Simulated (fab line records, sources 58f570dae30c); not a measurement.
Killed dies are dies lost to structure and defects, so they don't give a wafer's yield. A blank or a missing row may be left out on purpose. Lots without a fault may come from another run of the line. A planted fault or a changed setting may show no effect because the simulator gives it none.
Tool commonality check | flow berkeley_cmos170 | 15 lots, 45 wafers sampled

WHY IT WAS OPENED
At UCB170_V1_THK_MEAS_04 the reading V1_POLISHED_THK is flagged on 3 of 15 lots. Wafers without a fault read 1000.1 nm, standard deviation 1.2.
Rule: a lot is flagged when every wafer of it that has a number lies more than 4 standard deviations from that mean, or none has a number. The other lots count as sound.

lot  | measured     | on            | V1_POLISHED_THK (nm), wafer by wafer | flag
L159 | day 8 00:02  | film_metro-01 | 1001.3 1001.7 1000.7                 |
L158 | day 8 14:00  | film_metro-04 | 1001.3 1000.6 999.5                  |
L160 | day 8 15:19  | film_metro-02 | 1001.7 1000.5 998.6                  |
L161 | day 8 16:39  | film_metro-01 | 997.5 998.6 999.5                    |
L162 | day 9 13:29  | film_metro-02 | 999.7 1001.1 999.3                   |
L164 | day 10 04:15 | film_metro-04 | 998.9 1001.5 1000.5                  |
L163 | day 10 05:35 | film_metro-04 | 1000.3 1000.0 1000.7                 |
L166 | day 10 08:16 | film_metro-01 | 1986.6 1989.5 2029.6                 | FLAGGED
L170 | day 11 09:48 | film_metro-02 | 1980.2 2030.3 2000.1                 | FLAGGED
L169 | day 11 11:07 | film_metro-01 | 2005.1 2006.3 2030.9                 | FLAGGED
L174 | day 12 05:46 | film_metro-04 | 1001.0 998.7 999.3                   |
L175 | day 12 18:32 | film_metro-04 | 1002.5 1001.0 1003.4                 |
L176 | day 12 19:52 | film_metro-04 | 1000.5 1001.6 1000.0                 |
L178 | day 12 19:53 | film_metro-01 | 999.1 1000.2 998.0                   |
L181 | day 13 17:38 | film_metro-02 | 1000.3 997.3 1001.3                  |
The numbers of the flagged lots are 2006.5 nm on average: +1006.4 nm against the usual, or +99 or more standard deviations.

WHICH TOOL RAN EACH LOT
The record holds 1 process step before the reading, out of a route of 331 steps. In each cell: the tool, then ch and the chambers that the sampled wafers went through, then the start.
lot  | flag    | UCB170_V1_CMP_02
L159 |         | cmp-01 ch 2,3, day 7 23:35
L158 |         | cmp-01 ch 0,1, day 8 13:34
L160 |         | cmp-02 ch 0,2,3, day 8 14:53
L161 |         | cmp-01 ch 0,1, day 8 16:14
L162 |         | cmp-01 ch 0,1,2, day 9 13:04
L164 |         | cmp-02 ch 0,2,3, day 10 03:50
L163 |         | cmp-01 ch 0,2,3, day 10 05:10
L166 | FLAGGED | cmp-01 ch 0,3, day 10 07:50
L170 | FLAGGED | cmp-02 ch 1,2,3, day 11 09:28
L169 | FLAGGED | cmp-01 ch 0,2,3, day 11 10:44
L174 |         | cmp-02 ch 0,1,2, day 12 05:20
L175 |         | cmp-01 ch 1,2, day 12 18:07
L176 |         | cmp-01 ch 0,1,2, day 12 19:30
L178 |         | cmp-02 ch 0,3, day 12 19:27
L181 |         | cmp-01 ch 0,3, day 13 17:13
What these steps do:
- UCB170_V1_CMP_02: polishes SiO2.
- UCB170_V1_THK_MEAS_04

FLAGGED OVER TOTAL, TOOL BY TOOL (the gauges that took the reading come last)
step                  | tool          | lots run | flagged | share of the flagged lots | sound lots run after its first flagged lot
UCB170_V1_CMP_02      | cmp-01        | 10       | 2       | some                      | 3 (L175,L176,L181)
UCB170_V1_CMP_02      | cmp-02        | 5        | 1       | some                      | 2 (L174,L178)
UCB170_V1_THK_MEAS_04 | film_metro-01 | 5        | 2       | some                      | 1 (L178)
UCB170_V1_THK_MEAS_04 | film_metro-02 | 4        | 1       | some                      | 1 (L181)
UCB170_V1_THK_MEAS_04 | film_metro-04 | 6        | 0       | none                      | -

WHAT THE TABLE ALLOWS
No row of the table ran every flagged lot.

WHAT THE SIMULATOR HAD PUT IN
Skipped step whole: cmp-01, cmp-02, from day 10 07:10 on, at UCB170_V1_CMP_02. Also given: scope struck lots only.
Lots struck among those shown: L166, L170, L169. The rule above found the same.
